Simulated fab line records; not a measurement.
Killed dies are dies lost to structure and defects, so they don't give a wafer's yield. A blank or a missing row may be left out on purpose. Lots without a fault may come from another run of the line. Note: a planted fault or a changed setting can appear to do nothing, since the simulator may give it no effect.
Which tool was responsible?    flow berkeley_cmos170    7 lots, 21 wafers sampled, at 2 steps of a route of 331

WHAT THE GAUGES READ, wafer by wafer
UCB170_M2_RS_MEAS_02: the measuring method here is four-point-probe.
lot   measured      on             M2_AL_RS (ohm/sq)
L430  day 7 09:13   film_metro-04  0.03208 0.03195 0.03217
L431  day 8 04:18   film_metro-01  0.03017 0.03043 0.0302
L434  day 8 14:00   film_metro-01  0.03009 0.03017 0.03027
L440  day 9 08:00   film_metro-01  0.03199 0.03215 0.03202
L445  day 10 18:44  film_metro-04  0.0324 0.03232 0.03204
L446  day 11 13:25  film_metro-04  0.03179 0.03216 0.03168
L449  day 11 16:02  film_metro-04  0.03196 0.03175 0.03193

EACH LOT AND THE TOOL THAT RAN IT (in order: tool; ch and the chambers of the sampled wafers; start)
lot   UCB170_M2_SPUTTER_01
L430  pvd_sputter-01, day 7 09:07
L431  pvd_sputter-04, day 8 04:11
L434  pvd_sputter-04, day 8 13:54
L440  pvd_sputter-03, day 9 07:55
L445  pvd_sputter-01, day 10 18:37
L446  pvd_sputter-03, day 11 13:17
L449  pvd_sputter-03, day 11 15:57
- UCB170_M2_SPUTTER_01: material Al, target thk 900 nm, time 120 s.

THE ANSWER, worked out from the rows above alone
Rule: the usual values come from the lots themselves. Put in order of their means at a reading, lots are off if they are a third of the lots or fewer, leave a main group of 4 or more, and stand apart from it by a gap of 3 or more times the standard deviation of the main group's means; of several such gaps the widest counts. A main group whose means are all the same, to the digits that the tables above print for the reading, isn't used. A lot without any number at a reading at which 4 lots or more have one is off too. Where the step has rows for the other lots, those lots are counted as sound.
Off: at UCB170_M2_RS_MEAS_02 (M2_AL_RS), L431, L434. For the main group the mean is 0.03203 ohm/sq and the standard deviation 0.00014.
A tool fits if, at a process step before that reading, it ran every lot that is off, and no sound lot after the first of them. The gauges at UCB170_M2_RS_MEAS_02 are tried like those tools. One candidate fits, namely pvd_sputter-04 at UCB170_M2_SPUTTER_01. It ran no sound lot before its first lot that is off in this sample, so the start can't be narrowed down.

WHAT THE SIMULATOR PUT IN
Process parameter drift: pvd_sputter-04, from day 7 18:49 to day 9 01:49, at UCB170_M2_SPUTTER_01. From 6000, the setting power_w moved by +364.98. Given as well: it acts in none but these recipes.
Struck lots among those shown: L431, L434. This agrees with what the rule above found.
